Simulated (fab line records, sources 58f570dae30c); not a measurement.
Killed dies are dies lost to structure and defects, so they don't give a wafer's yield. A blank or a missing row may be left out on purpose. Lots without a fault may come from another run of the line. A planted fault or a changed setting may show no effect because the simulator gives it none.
One fault seen from 2 desks | flow berkeley_cmos170 | each desk has only its own numbers; what lay behind them comes last

THE METROLOGY DESK
What the gauges read, lot by lot, whatever tool the lot ran on: means of the sampled wafers that have a number. A lot is out of limits, marked OUT, if its mean lies more than 4 standard deviations from the usual mean; the brackets give that distance.
Columns: A = PLDD_TW at UCB170_PLDD_TW_MEAS_11, usual 1006; B = PLDD_RS at UCB170_SDANNEAL_RS_MEAS_04, usual 1031.2 ohm/sq
lot  | first seen here | A              | B
L669 | day 7 22:22     | 1008           | 1030.5
L667 | day 7 22:40     | 995            | 1033.5
L668 | day 7 22:41     | 1002           | 1029.2
L672 | day 8 13:47     | 1007           | 1033.0
L670 | day 8 13:57     | 958 (-4.4) OUT | 1221.2 (+73) OUT
L671 | day 8 14:14     | 995            | 1029.7
L673 | day 8 14:30     | 941 (-5.9) OUT | 1225.3 (+75) OUT
L682 | day 10 20:55    | 994            | 1035.6
L684 | day 11 11:06    | 994            | 1028.5
L683 | day 11 11:21    | 1005           | 1029.6
L685 | day 11 11:36    | 1018           | 1029.9
L686 | day 11 11:42    | 992            | 1033.1
L687 | day 11 19:02    | 993            | 1032.2
L688 | day 11 19:35    | 994            | 1030.1
This desk's finding: out of limits on L670, L673; first on L670, day 8 13:57 (PLDD_TW at UCB170_PLDD_TW_MEAS_11). In limits: L669, L667, L668, L672, L671, L682, L684, L683, L685, L686, L687, L688.

THE TOOL OWNER'S DESK: implanter-03
The tool's own readings at UCB170_PLDD_IMPLANT_08: means of the sampled wafers that have a number, for each lot that ran on this tool. A lot is out of limits, marked OUT, if its mean lies more than 4 standard deviations from the usual mean; the brackets give that distance.
Columns: A = dose_ions_cm2 at UCB170_PLDD_IMPLANT_08, usual 5e+13; B = faraday_current_uA at UCB170_PLDD_IMPLANT_08, usual 155
lot  | first seen here | A                       | B
L669 | day 7 21:58     | 5e+13                   | 159
L668 | day 7 22:17     | 5e+13                   | 158
L670 | day 8 13:33     | 3e+13 (-99 or more) OUT | 97 (-8.0) OUT
L673 | day 8 14:06     | 3e+13 (-99 or more) OUT | 99 (-7.7) OUT
L685 | day 11 11:14    | 5e+13                   | 161
This desk's finding: out of limits on L670, L673; first on L670, day 8 13:33 (dose_ions_cm2 at UCB170_PLDD_IMPLANT_08). In limits: L669, L668, L685.

PUT TOGETHER
The tool owner's desk could have raised an alarm at day 8 13:33, on L670, L673.
The metrology desk could have raised an alarm at day 8 13:57, on L670, L673.
Of the lots named, all ran UCB170_PLDD_IMPLANT_08 on implanter-03.

WHAT THE SIMULATOR HAD PUT IN
Process parameter drift: implanter-03, from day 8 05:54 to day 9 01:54, at UCB170_PLDD_IMPLANT_08. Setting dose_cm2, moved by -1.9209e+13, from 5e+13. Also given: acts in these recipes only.
Lots struck among those shown: L670, L673.
Hours from the fault's start to each desk's first reading out of limits: the tool owner's desk, 8; the metrology desk, 8.
